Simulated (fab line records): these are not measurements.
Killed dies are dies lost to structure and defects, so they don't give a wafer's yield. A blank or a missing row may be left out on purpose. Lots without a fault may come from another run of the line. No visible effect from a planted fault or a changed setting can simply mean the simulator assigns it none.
Lot-split experiment || flow berkeley_cmos170 || route with 331 steps; 5 lots, 23 wafers read

ABOUT THE SPLIT
At UCB170_NWELL_CVD_04 (deposits Si3N4 from SiH2Cl2/NH3, target thk 224 nm, time 3360 s), the setting pressure_mtorr was moved away from the recipe's 200 mTorr on 10 of the 23 wafers read, by -10.9% to +4.7%. This setting was run at the recipe's value on the other wafers.

Between the split and the reading, the file records no step.

THE READING
NWELL_NITRIDE_THK at UCB170_NWELL_THK_MEAS_05, in nm. Fault-free wafers of this fab line usually give 224.1 nm, standard deviation 1.8 nm.

{"wafer": "L077.1", "tool, chamber at the split": "-, -", "pressure_mtorr as run, mTorr": 209.4, "against the recipe": "+4.7%", "NWELL_NITRIDE_THK, nm": 227.6, "against lot-mates on the recipe": "no lot-mate on the recipe"}
{"wafer": "L077.2", "tool, chamber at the split": "-, -", "pressure_mtorr as run, mTorr": 209.4, "against the recipe": "+4.7%", "NWELL_NITRIDE_THK, nm": 228.2, "against lot-mates on the recipe": "no lot-mate on the recipe"}
{"wafer": "L077.3", "tool, chamber at the split": "-, -", "pressure_mtorr as run, mTorr": 209.4, "against the recipe": "+4.7%", "NWELL_NITRIDE_THK, nm": 225.8, "against lot-mates on the recipe": "no lot-mate on the recipe"}
{"wafer": "L077.4", "tool, chamber at the split": "-, -", "pressure_mtorr as run, mTorr": 209.4, "against the recipe": "+4.7%", "NWELL_NITRIDE_THK, nm": 228.6, "against lot-mates on the recipe": "no lot-mate on the recipe"}
{"wafer": "L077.5", "tool, chamber at the split": "-, -", "pressure_mtorr as run, mTorr": 209.4, "against the recipe": "+4.7%", "NWELL_NITRIDE_THK, nm": 226.9, "against lot-mates on the recipe": "no lot-mate on the recipe"}
{"wafer": "L078.1", "tool, chamber at the split": "-, -", "pressure_mtorr as run, mTorr": 178.2, "against the recipe": "-10.9%", "NWELL_NITRIDE_THK, nm": 215.9, "against lot-mates on the recipe": "no lot-mate on the recipe"}
{"wafer": "L078.2", "tool, chamber at the split": "-, -", "pressure_mtorr as run, mTorr": 178.2, "against the recipe": "-10.9%", "NWELL_NITRIDE_THK, nm": 214.7, "against lot-mates on the recipe": "no lot-mate on the recipe"}
{"wafer": "L078.4", "tool, chamber at the split": "-, -", "pressure_mtorr as run, mTorr": 178.2, "against the recipe": "-10.9%", "NWELL_NITRIDE_THK, nm": 217.0, "against lot-mates on the recipe": "no lot-mate on the recipe"}
{"wafer": "L078.5", "tool, chamber at the split": "-, -", "pressure_mtorr as run, mTorr": 178.2, "against the recipe": "-10.9%", "NWELL_NITRIDE_THK, nm": 217.6, "against lot-mates on the recipe": "no lot-mate on the recipe"}
{"wafer": "L078.6", "tool, chamber at the split": "-, -", "pressure_mtorr as run, mTorr": 178.2, "against the recipe": "-10.9%", "NWELL_NITRIDE_THK, nm": 214.8, "against lot-mates on the recipe": "no lot-mate on the recipe"}
{"wafer": "L080.1", "tool, chamber at the split": "lpcvd-01, 0", "pressure_mtorr as run, mTorr": 200, "against the recipe": "recipe", "NWELL_NITRIDE_THK, nm": 222.4, "against lot-mates on the recipe": "-"}
{"wafer": "L080.3", "tool, chamber at the split": "lpcvd-01, 0", "pressure_mtorr as run, mTorr": 200, "against the recipe": "recipe", "NWELL_NITRIDE_THK, nm": 223.4, "against lot-mates on the recipe": "-"}
{"wafer": "L080.5", "tool, chamber at the split": "lpcvd-01, 0", "pressure_mtorr as run, mTorr": 200, "against the recipe": "recipe", "NWELL_NITRIDE_THK, nm": 224.8, "against lot-mates on the recipe": "-"}
{"wafer": "L085.1", "tool, chamber at the split": "-, -", "pressure_mtorr as run, mTorr": 200, "against the recipe": "recipe", "NWELL_NITRIDE_THK, nm": 223.7, "against lot-mates on the recipe": "-"}
{"wafer": "L085.2", "tool, chamber at the split": "-, -", "pressure_mtorr as run, mTorr": 200, "against the recipe": "recipe", "NWELL_NITRIDE_THK, nm": 223.4, "against lot-mates on the recipe": "-"}
{"wafer": "L085.3", "tool, chamber at the split": "-, -", "pressure_mtorr as run, mTorr": 200, "against the recipe": "recipe", "NWELL_NITRIDE_THK, nm": 221.9, "against lot-mates on the recipe": "-"}
{"wafer": "L085.5", "tool, chamber at the split": "-, -", "pressure_mtorr as run, mTorr": 200, "against the recipe": "recipe", "NWELL_NITRIDE_THK, nm": 222.6, "against lot-mates on the recipe": "-"}
{"wafer": "L085.6", "tool, chamber at the split": "-, -", "pressure_mtorr as run, mTorr": 200, "against the recipe": "recipe", "NWELL_NITRIDE_THK, nm": 222.2, "against lot-mates on the recipe": "-"}
{"wafer": "L084.1", "tool, chamber at the split": "-, -", "pressure_mtorr as run, mTorr": 200, "against the recipe": "recipe", "NWELL_NITRIDE_THK, nm": 223.9, "against lot-mates on the recipe": "-"}
{"wafer": "L084.3", "tool, chamber at the split": "-, -", "pressure_mtorr as run, mTorr": 200, "against the recipe": "recipe", "NWELL_NITRIDE_THK, nm": 225.4, "against lot-mates on the recipe": "-"}
{"wafer": "L084.4", "tool, chamber at the split": "-, -", "pressure_mtorr as run, mTorr": 200, "against the recipe": "recipe", "NWELL_NITRIDE_THK, nm": 223.4, "against lot-mates on the recipe": "-"}
{"wafer": "L084.5", "tool, chamber at the split": "-, -", "pressure_mtorr as run, mTorr": 200, "against the recipe": "recipe", "NWELL_NITRIDE_THK, nm": 224.0, "against lot-mates on the recipe": "-"}
{"wafer": "L084.6", "tool, chamber at the split": "-, -", "pressure_mtorr as run, mTorr": 200, "against the recipe": "recipe", "NWELL_NITRIDE_THK, nm": 222.2, "against lot-mates on the recipe": "-"}

FIT RESULTS
A straight line over all 23 wafers: NWELL_NITRIDE_THK changes by +0.715 nm for each +1% of pressure_mtorr; r = +0.96; the points scatter about the line by 1.1 nm.
Too few moved wafers have a lot-mate on the recipe to fit a line with each lot's own level taken away.

THE WHOLE CHAIN: every reading that the file lists as answering this split, in the file's order
{"step": "UCB170_NWELL_CVD_04", "what it does": "deposits Si3N4 from SiH2Cl2/NH3, target thk 224 nm, time 3360 s", "reading": "Si3N4_of_NWELL_CVD_04.thk_nm (the simulator's own value, which no gauge read)", "change (the file's fit)": "+0.715 nm for each +1% of the setting", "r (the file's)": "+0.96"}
{"step": "UCB170_NWELL_THK_MEAS_05", "what it does": "", "reading": "NWELL_NITRIDE_THK", "change (the file's fit)": "+0.717 for each +1% of the setting", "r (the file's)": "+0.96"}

FILE'S OWN FIT
NWELL_NITRIDE_THK changes by +0.717 nm for each +1% of pressure_mtorr, r = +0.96.
